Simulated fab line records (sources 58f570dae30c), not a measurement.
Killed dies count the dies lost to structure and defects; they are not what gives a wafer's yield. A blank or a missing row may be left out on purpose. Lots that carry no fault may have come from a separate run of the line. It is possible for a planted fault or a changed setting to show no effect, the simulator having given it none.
Split-lot experiment    flow berkeleyCmos170    route with 331 steps; 5 lots, 23 wafers read

## SPLIT DETAILS
At UCB170_PLDD_EXPOSE_03 (exposes mask PSELECT, target cd 1200 nm), the setting doseMj was moved away from the recipe's 30 on 7 of the 23 wafers read, by -3.0% to +7.5%. The other wafers ran this setting at the recipe's value.

## FROM THE SPLIT TO THE READING: what the file shows between them, 2 steps
- UCB170_PLDD_PEB_04
- UCB170_PLDD_DEVELOP_05: develop time 45 s

## THE READING
cdNm (nm) at UCB170_PLDD_CD_MEAS_06, where the cd target is 1200 nm. On this fab line, fault-free wafers typically give 1200.5 nm with a standard deviation of 1.5 nm.

wafer   tool, chamber at the split  doseMj as run  against the recipe  cdNm, nm  against lot-mates on the recipe
L074.1  krfScanner-01, 0            32.24          +7.5%               1215.3    +12.9
L074.2  krfScanner-01, 0            30             recipe              1202.8    -
L074.4  krfScanner-01, 0            30             recipe              1202.7    -
L074.5  krfScanner-01, 0            30             recipe              1201.8    -
L074.6  krfScanner-01, 0            32.24          +7.5%               1217.0    +14.6
L075.1  krfScanner-02, 0            30             recipe              1203.2    -
L075.2  krfScanner-02, 0            29.11          -3.0%               1196.9    -5.8
L075.4  krfScanner-02, 0            29.11          -3.0%               1196.6    -6.1
L075.5  krfScanner-02, 0            30             recipe              1202.5    -
L075.6  krfScanner-02, 0            30             recipe              1202.4    -
L077.1  krfScanner-02, 0            30             recipe              1199.7    -
L077.2  krfScanner-02, 0            30             recipe              1200.6    -
L077.3  krfScanner-02, 0            30             recipe              1200.4    -
L077.4  krfScanner-02, 0            30             recipe              1200.7    -
L077.5  krfScanner-02, 0            30             recipe              1199.6    -
L079.2  krfScanner-01, 0            30.99          +3.3%               1205.8    +6.5
L079.3  krfScanner-01, 0            30             recipe              1198.2    -
L079.4  krfScanner-01, 0            30             recipe              1200.4    -
L079.5  krfScanner-01, 0            30.99          +3.3%               1206.8    +7.5
L079.6  krfScanner-01, 0            30.99          +3.3%               1206.1    +6.8
L078.1  krfScanner-01, 0            30             recipe              1199.4    -
L078.3  krfScanner-01, 0            30             recipe              1201.2    -
L078.6  krfScanner-01, 0            30             recipe              1199.4    -

FIT RESULTS
A straight line over all 23 wafers: cdNm changes by +1.87 nm for each +1% of doseMj; r = +0.96; the points scatter about the line by 1.5 nm.
The same after taking each lot's own level away (the mean of its wafers on the recipe; 23 wafers): +1.91 nm for each +1%; r = +0.99; scatter 0.71 nm.
That fit puts the effect of the largest move of doseMj on the reading at 14 nm.
Across the lots, their own levels run from 1199.30 to 1202.70 nm, a range of 2.3 times the standard deviation given above.
So the lot-to-lot level changes the slope little: the two slopes agree.
Check: with one of the wafers moved furthest among these (+7.5%) left out of the fit, the line predicts +15 nm for it against its lot-mates. Against them it came out at +12.9 nm.

## ADDITIONAL SPLITS CARRIED BY THESE WAFERS
These wafers also went through other splits before the reading. Each is held against what the fit with the lots' levels taken away leaves over:
other split on the same wafers         wafers away from the commonest value  r with cdNm (lot level and that fit taken away)
UCB170_NWELL_CVD_04 timeS              15                                    -0.04
UCB170_NWELL_ETCH_13 overEtchFrac      8                                     -0.03
UCB170_PWELL_IMPLANT_15 energyKev      7                                     +0.10
UCB170_WELLDRIVE_OXIDATION_01 oxTimeS  10                                    +0.12
UCB170_ACTIVE_STRIP_16 powerW          5                                     +0.27
UCB170_NVT_COAT_01 spinRpm             6                                     +0.14
UCB170_NVT_IMPLANT_07 doseCm2          4                                     -0.37
UCB170_GATE_EXPOSE_09 doseMj           7                                     -0.05
UCB170_GATE_DEVELOP_11 developTimeS    10                                    -0.21

## FILE'S OWN FIT
cdNm changes by +1.89 nm for each +1% of doseMj, r = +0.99.
